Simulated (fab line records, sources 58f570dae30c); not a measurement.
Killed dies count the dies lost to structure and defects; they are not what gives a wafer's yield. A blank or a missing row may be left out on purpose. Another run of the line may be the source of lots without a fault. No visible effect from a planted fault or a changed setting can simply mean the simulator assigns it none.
Which tool is to blame? ; flow berkeley-cmos170 ; Sampling: 14 lots, 42 wafers, 5 of 331 route steps

== WHAT THE GAUGES READ, wafer by wafer ==
UCB170_NWELL_THK_MEAS_02. Usual: NWELL_OXIDE_THK 26.4 nm, standard deviation 0.54.
lot;measured;on;NWELL_OXIDE_THK (nm);flag
L425;day 1 22:25;film-metro-02;26.3 26.3 26.6;
L426;day 2 06:38;film-metro-04;26.6 26.8 26.5;
L427;day 2 06:38;film-metro-03;27.3 26.9 27.4;
L428;day 2 16:06;film-metro-04;26.1 26.3 26.4;
L429;day 2 16:07;film-metro-03;25.6 25.5 25.6;
L430;day 2 23:16;film-metro-04;25.9 26.0 25.7;
L431;day 3 11:18;film-metro-03;25.7 26.0 25.9;
L432;day 3 19:22;film-metro-04;26.4 25.4 25.3;
L433;day 3 19:20;film-metro-03;25.3 25.7 25.9;
L434;day 4 03:34;film-metro-03;26.6 26.7 26.0;
L444;day 5 21:08;film-metro-04;26.5 26.7 27.0;
L445;day 6 09:53;film-metro-04;25.9 26.2 25.9;
L447;day 6 13:33;film-metro-02;26.7 26.9 26.4;
L448;day 6 13:33;film-metro-03;26.4 26.8 26.6;

UCB170_WELLDRIVE_THK_MEAS_02. Usual: WELLDRIVE_OXIDE_THK 200 nm, standard deviation 3.7.
lot;measured;on;WELLDRIVE_OXIDE_THK (nm);flag
L425;day 3 18:22;film-metro-01;196 199 196;
L426;day 3 18:23;film-metro-02;202 202 201;
L427;day 3 18:23;film-metro-04;201 201 203;
L428;day 4 08:23;film-metro-02;202 203 203;
L429;day 4 08:25;film-metro-04;202 203 200;
L430;day 4 13:50;film-metro-01;194 194 193;
L431;day 5 01:55;film-metro-04;199 199 197;
L432;day 5 05:37;film-metro-04;198 199 201;
L433;day 5 05:35;film-metro-01;198 200 198;
L434;day 5 21:27;film-metro-02;201 200 204;
L444;day 7 15:46;film-metro-02;205 206 205;
L445;day 8 03:22;film-metro-04;210 208 203;
L447;day 8 03:22;film-metro-02;207 204 204;
L448;day 8 03:25;film-metro-04;202 205 203;

UCB170_V1_THK_MEAS_04. Usual: V1_POLISHED_THK 1000.0 nm, standard deviation 1.2.
lot;measured;on;V1_POLISHED_THK (nm);flag
L425;day 7 09:52;film-metro-04;999.4 1000.1 1000.3;
L426;day 7 09:35;film-metro-02;999.2 1000.1 999.6;
L427;day 7 09:35;film-metro-03;999.2 1001.3 999.1;
L428;day 8 09:40;film-metro-02;998.9 999.5 999.5;
L429;day 8 09:59;film-metro-02;998.9 1000.6 1000.4;
L430;day 8 09:59;film-metro-04;1000.6 997.6 998.5;
L431;day 8 09:40;film-metro-03;999.1 997.6 998.8;
L432;day 9 04:59;film-metro-04;1002.7 999.3 998.7;
L433;day 9 04:58;film-metro-03;1000.5 998.5 999.5;
L434;day 10 00:36;film-metro-02;1000.2 999.9 999.3;
L444;day 11 18:02;film-metro-04;1251.2 1249.8 1250.5;OFF
L445;day 11 18:20;film-metro-02;1248.6 1249.2 1248.9;OFF
L447;day 11 15:45;film-metro-04;1001.0 999.9 999.5;
L448;day 11 18:02;film-metro-03;1000.2 1001.2 1001.2;

== EACH LOT AND THE TOOL THAT RAN IT (in order: tool; ch and the chambers of the sampled wafers; start) ==
lot;UCB170_ZERO_STRIP_07;UCB170_V1_CMP_02
L425;plasma-asher-02 ch 0, day 1 18:31;cmp-01 ch 0,1,2, day 7 09:33
L426;plasma-asher-02 ch 0,1, day 2 03:31;cmp-02 ch 0,1, day 7 09:09
L427;plasma-asher-02 ch 0,1, day 2 05:00;cmp-01 ch 0,1,3, day 7 09:15
L428;plasma-asher-03 ch 0,1, day 2 09:44;cmp-01 ch 0,1,3, day 8 09:14
L429;plasma-asher-01 ch 0,1, day 2 13:23;cmp-01 ch 0,1,2, day 8 09:38
L430;plasma-asher-01 ch 0,1, day 2 19:02;cmp-02 ch 0,1, day 8 09:35
L431;plasma-asher-03 ch 0,1, day 3 04:13;cmp-02 ch 0,2,3, day 8 09:14
L432;plasma-asher-01 ch 0,1, day 3 11:05;cmp-02 ch 1,2,3, day 9 04:38
L433;plasma-asher-03 ch 0,1, day 3 17:35;cmp-01 ch 0,2, day 9 04:35
L434;plasma-asher-03 ch 0,1, day 3 21:20;cmp-02 ch 0,1,3, day 10 00:19
L444;plasma-asher-03 ch 0,1, day 5 16:44;cmp-02 ch 0,1,3, day 11 17:37
L445;plasma-asher-02 ch 0,1, day 6 00:42;cmp-02 ch 0,3, day 11 17:55
L447;plasma-asher-02 ch 0,1, day 6 11:24;cmp-01 ch 1,2,3, day 11 15:20
L448;plasma-asher-01 ch 0,1, day 6 11:51;cmp-01 ch 1,3, day 11 17:37
- UCB170_ZERO_STRIP_07: strips in O2.
- UCB170_V1_CMP_02: polishes SiO2.

== WHAT THE TOOLS THEMSELVES READ (means of the sampled wafers that have a number; where no wafer has one, the mark that the record gives instead) ==
UCB170_ZERO_STRIP_07. Usual: drypump-motor-current-A 5.9 A, standard deviation 0.53; oes-product-au 0.727 a.u., standard deviation 0.0045; strip-time-to-endpoint-s 21.51 s, standard deviation 0.077.
lot;tool;drypump-motor-current-A (A);oes-product-au (a.u.);strip-time-to-endpoint-s (s);flag
L425;plasma-asher-02;6.2;0.728;21.49;
L426;plasma-asher-02;6.1;0.724;21.50;
L427;plasma-asher-02;6.0;0.729;21.40;
L428;plasma-asher-03;5.3;0.723;21.40;
L429;plasma-asher-01;6.3;0.731;21.44;
L430;plasma-asher-01;6.3;0.730;21.50;
L431;plasma-asher-03;5.3;0.728;21.60;
L432;plasma-asher-01;6.3;0.726;21.55;
L433;plasma-asher-03;5.3;0.727;21.59;
L434;plasma-asher-03;5.3;0.724;21.42;
L444;plasma-asher-03;5.3;0.726;21.57;
L445;plasma-asher-02;6.1;0.729;21.47;
L447;plasma-asher-02;6.0;0.727;21.59;
L448;plasma-asher-01;6.3;0.724;21.49;

UCB170_V1_CMP_02. Usual: motor-current-A reads 17.0 A (standard deviation 2.4).
lot;tool;motor-current-A (A);flag
L425;cmp-01;16.0;
L426;cmp-02;19.8;
L427;cmp-01;17.3;
L428;cmp-01;17.2;
L429;cmp-01;16.1;
L430;cmp-02;18.3;
L431;cmp-02;16.9;
L432;cmp-02;16.0;
L433;cmp-01;14.7;
L434;cmp-02;16.9;
L444;cmp-02;17.9;
L445;cmp-02;16.4;
L447;cmp-01;17.3;
L448;cmp-01;19.2;

== THE ANSWER, worked out from the rows above alone ==
Rule: a lot is off if the mean of its wafers that have a number lies more than 3 standard deviations from the usual mean. Also off: a lot with no number at a reading for which 4 or more lots have one. All remaining lots with rows at the step are treated as sound. After the gauges, taken in route order, come the tools' own readings; for these a lot's mean is taken, as printed above. The first step at which some lot is off is used, and at that step the reading that is off furthest; a lot without a number counts as furthest.
Off: L444, L445, seen at UCB170_V1_THK_MEAS_04 (V1_POLISHED_THK).
A tool fits if, at a process step before that reading, it ran every lot that is off, and no sound lot after the first of them. Gauges at UCB170_V1_THK_MEAS_04: tried the same way as those tools. One candidate fits, namely cmp-02 at UCB170_V1_CMP_02. A fault onset in the window from L434 (day 10 00:19, its last sound lot) to L444 (day 11 17:37, its first lot off) fits.

== WHAT THE SIMULATOR PUT IN ==
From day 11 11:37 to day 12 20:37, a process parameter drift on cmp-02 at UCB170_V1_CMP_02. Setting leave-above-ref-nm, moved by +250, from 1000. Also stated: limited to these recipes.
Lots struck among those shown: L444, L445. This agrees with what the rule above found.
